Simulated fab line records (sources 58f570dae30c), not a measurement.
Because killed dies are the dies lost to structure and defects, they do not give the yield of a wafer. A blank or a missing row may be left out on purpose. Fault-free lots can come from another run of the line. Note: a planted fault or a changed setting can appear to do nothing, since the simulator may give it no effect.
Commonality check across tools :: flow berkeley-cmos170 :: Lots sampled 14, wafers sampled 48

== REASON FOR OPENING ==
At UCB170_SDANNEAL_RS_MEAS_03 the reading NSD_RS is flagged on 2 of 14 lots. No-fault wafers: 37.27 ohm/sq, standard deviation 0.085.
Rule: a lot is flagged when every wafer of it that has a number lies more than 4 standard deviations from that mean, or none has a number. All remaining lots are regarded as sound.

lot: L122
measured: day 7 04:28
on: film-metro-02
NSD_RS (ohm/sq), wafer by wafer: 37.20 37.26 37.16
flag: 

lot: L124
measured: day 7 11:38
on: film-metro-03
NSD_RS (ohm/sq), wafer by wafer: 37.34 37.31 37.32
flag: 

lot: L123
measured: day 7 12:20
on: film-metro-01
NSD_RS (ohm/sq), wafer by wafer: 37.29 37.22 37.22
flag: 

lot: L125
measured: day 8 01:37
on: film-metro-03
NSD_RS (ohm/sq), wafer by wafer: 37.40 37.39 37.31
flag: 

lot: L128
measured: day 8 12:34
on: film-metro-03
NSD_RS (ohm/sq), wafer by wafer: 37.16 37.19 37.23
flag: 

lot: L127
measured: day 8 12:59
on: film-metro-01
NSD_RS (ohm/sq), wafer by wafer: 37.25 37.27 37.26
flag: 

lot: L129
measured: day 8 17:31
on: film-metro-02
NSD_RS (ohm/sq), wafer by wafer: 33.10 33.03 33.01 33.06 33.01 33.02
flag: FLAGGED

lot: L130
measured: day 9 04:48
on: film-metro-02
NSD_RS (ohm/sq), wafer by wafer: 33.02 33.03 33.02 32.97 33.05 33.00
flag: FLAGGED

lot: L137
measured: day 10 11:14
on: film-metro-01
NSD_RS (ohm/sq), wafer by wafer: 37.43 37.41 37.42
flag: 

lot: L138
measured: day 11 00:26
on: film-metro-02
NSD_RS (ohm/sq), wafer by wafer: 37.22 37.14 37.18
flag: 

lot: L140
measured: day 11 00:33
on: film-metro-03
NSD_RS (ohm/sq), wafer by wafer: 37.41 37.48 37.38
flag: 

lot: L143
measured: day 11 10:04
on: film-metro-03
NSD_RS (ohm/sq), wafer by wafer: 37.35 37.12 37.33
flag: 

lot: L141
measured: day 11 10:39
on: film-metro-02
NSD_RS (ohm/sq), wafer by wafer: 37.26 37.23 37.15
flag: 

lot: L144
measured: day 11 16:14
on: film-metro-03
NSD_RS (ohm/sq), wafer by wafer: 37.17 37.21 37.23
flag: 
The numbers of the flagged lots are 33.03 ohm/sq on average: -4.24 ohm/sq against the usual, or -50 standard deviations.

== WHICH TOOL EACH LOT WENT THROUGH ==
Before the reading, the record contains 2 process steps out of a 331-step route. Read each cell as the tool, then ch plus the chambers that the sampled wafers visited, then the start.
lot: L122
flag: 
UCB170_NSD_IMPLANT_08: implanter-01 ch 0, day 7 02:59
UCB170_NSD_STRIP_09: plasma-asher-02 ch 0,1, day 7 03:08

lot: L124
flag: 
UCB170_NSD_IMPLANT_08: implanter-04 ch 0, day 7 10:09
UCB170_NSD_STRIP_09: plasma-asher-03 ch 0,1, day 7 10:18

lot: L123
flag: 
UCB170_NSD_IMPLANT_08: implanter-01 ch 0, day 7 10:41
UCB170_NSD_STRIP_09: plasma-asher-02 ch 0,1, day 7 10:48

lot: L125
flag: 
UCB170_NSD_IMPLANT_08: implanter-03 ch 0, day 8 00:04
UCB170_NSD_STRIP_09: plasma-asher-01 ch 0,1, day 8 00:12

lot: L128
flag: 
UCB170_NSD_IMPLANT_08: implanter-04 ch 0, day 8 11:06
UCB170_NSD_STRIP_09: plasma-asher-01 ch 0,1, day 8 11:14

lot: L127
flag: 
UCB170_NSD_IMPLANT_08: implanter-03 ch 0, day 8 11:30
UCB170_NSD_STRIP_09: plasma-asher-01 ch 1, day 8 11:39

lot: L129
flag: FLAGGED
UCB170_NSD_IMPLANT_08: implanter-03 ch 0, day 8 15:56
UCB170_NSD_STRIP_09: plasma-asher-03 ch 0,1, day 8 16:05

lot: L130
flag: FLAGGED
UCB170_NSD_IMPLANT_08: implanter-03 ch 0, day 9 02:40
UCB170_NSD_STRIP_09: plasma-asher-02 ch 0,1, day 9 02:48

lot: L137
flag: 
UCB170_NSD_IMPLANT_08: implanter-01 ch 0, day 10 09:16
UCB170_NSD_STRIP_09: plasma-asher-01 ch 0,1, day 10 09:25

lot: L138
flag: 
UCB170_NSD_IMPLANT_08: implanter-01 ch 0, day 10 22:40
UCB170_NSD_STRIP_09: plasma-asher-03 ch 1, day 10 22:49

lot: L140
flag: 
UCB170_NSD_IMPLANT_08: implanter-04 ch 0, day 10 22:57
UCB170_NSD_STRIP_09: plasma-asher-03 ch 0,1, day 10 23:06

lot: L143
flag: 
UCB170_NSD_IMPLANT_08: implanter-04 ch 0, day 11 08:15
UCB170_NSD_STRIP_09: plasma-asher-03 ch 0,1, day 11 08:23

lot: L141
flag: 
UCB170_NSD_IMPLANT_08: implanter-04 ch 0, day 11 08:57
UCB170_NSD_STRIP_09: plasma-asher-01 ch 0, day 11 09:04

lot: L144
flag: 
UCB170_NSD_IMPLANT_08: implanter-01 ch 0, day 11 14:45
UCB170_NSD_STRIP_09: plasma-asher-02 ch 0,1, day 11 14:52
What is done by these steps:
- UCB170_NSD_IMPLANT_08
- UCB170_NSD_STRIP_09: strips in O2.
- UCB170_SDANNEAL_RS_MEAS_03: measures by four-point-probe.

== FLAGGED OVER TOTAL, TOOL BY TOOL (the gauges that took the reading come last) ==
step: UCB170_NSD_IMPLANT_08
tool: implanter-01
lots run: 5
flagged: 0
share of the flagged lots: none
sound lots run after its first flagged lot: -

step: UCB170_NSD_IMPLANT_08
tool: implanter-03
lots run: 4
flagged: 2
share of the flagged lots: all
sound lots run after its first flagged lot: 0

step: UCB170_NSD_IMPLANT_08
tool: implanter-04
lots run: 5
flagged: 0
share of the flagged lots: none
sound lots run after its first flagged lot: -

step: UCB170_NSD_STRIP_09
tool: plasma-asher-01
lots run: 5
flagged: 0
share of the flagged lots: none
sound lots run after its first flagged lot: -

step: UCB170_NSD_STRIP_09
tool: plasma-asher-02
lots run: 4
flagged: 1
share of the flagged lots: some
sound lots run after its first flagged lot: 1 (L144)

step: UCB170_NSD_STRIP_09
tool: plasma-asher-03
lots run: 5
flagged: 1
share of the flagged lots: some
sound lots run after its first flagged lot: 3 (L138,L140,L143)

step: UCB170_SDANNEAL_RS_MEAS_03
tool: film-metro-01
lots run: 3
flagged: 0
share of the flagged lots: none
sound lots run after its first flagged lot: -

step: UCB170_SDANNEAL_RS_MEAS_03
tool: film-metro-02
lots run: 5
flagged: 2
share of the flagged lots: all
sound lots run after its first flagged lot: 2 (L138,L141)

step: UCB170_SDANNEAL_RS_MEAS_03
tool: film-metro-03
lots run: 6
flagged: 0
share of the flagged lots: none
sound lots run after its first flagged lot: -

== WHAT THE TABLE PERMITS ==
Every flagged lot went through 2 rows of the table: implanter-03 at UCB170_NSD_IMPLANT_08 and film-metro-02 at UCB170_SDANNEAL_RS_MEAS_03.
- implanter-03 at UCB170_NSD_IMPLANT_08 ran 4 lots, 2 of them flagged. It ran its last sound lot, L127, at day 8 11:30 and its first flagged lot, L129, at day 8 15:56: a fault with its onset between the two fits. Its own readings lie more than 4 standard deviations out on every wafer of the flagged lots: beam-on-s, end-station-pressure-torr, faraday-current-uA.
- film-metro-02 at UCB170_SDANNEAL_RS_MEAS_03 ran 5 lots, 2 of them flagged. Lots that were sound ran on it after the first flagged one (L138, L141); a persistent fault on the entire tool would not allow that.
Left over: one tool, implanter-03 at UCB170_NSD_IMPLANT_08.

== WHAT WAS PUT IN BY THE SIMULATOR ==
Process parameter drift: implanter-03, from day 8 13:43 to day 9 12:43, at UCB170_NSD_IMPLANT_08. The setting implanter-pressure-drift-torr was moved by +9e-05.
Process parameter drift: implanter-03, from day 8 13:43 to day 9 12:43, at UCB170_NSD_IMPLANT_08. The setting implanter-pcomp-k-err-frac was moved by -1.
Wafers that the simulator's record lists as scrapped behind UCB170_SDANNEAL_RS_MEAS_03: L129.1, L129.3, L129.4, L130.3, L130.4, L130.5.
Struck lots among those shown: L129, L130. The rule above found the same.
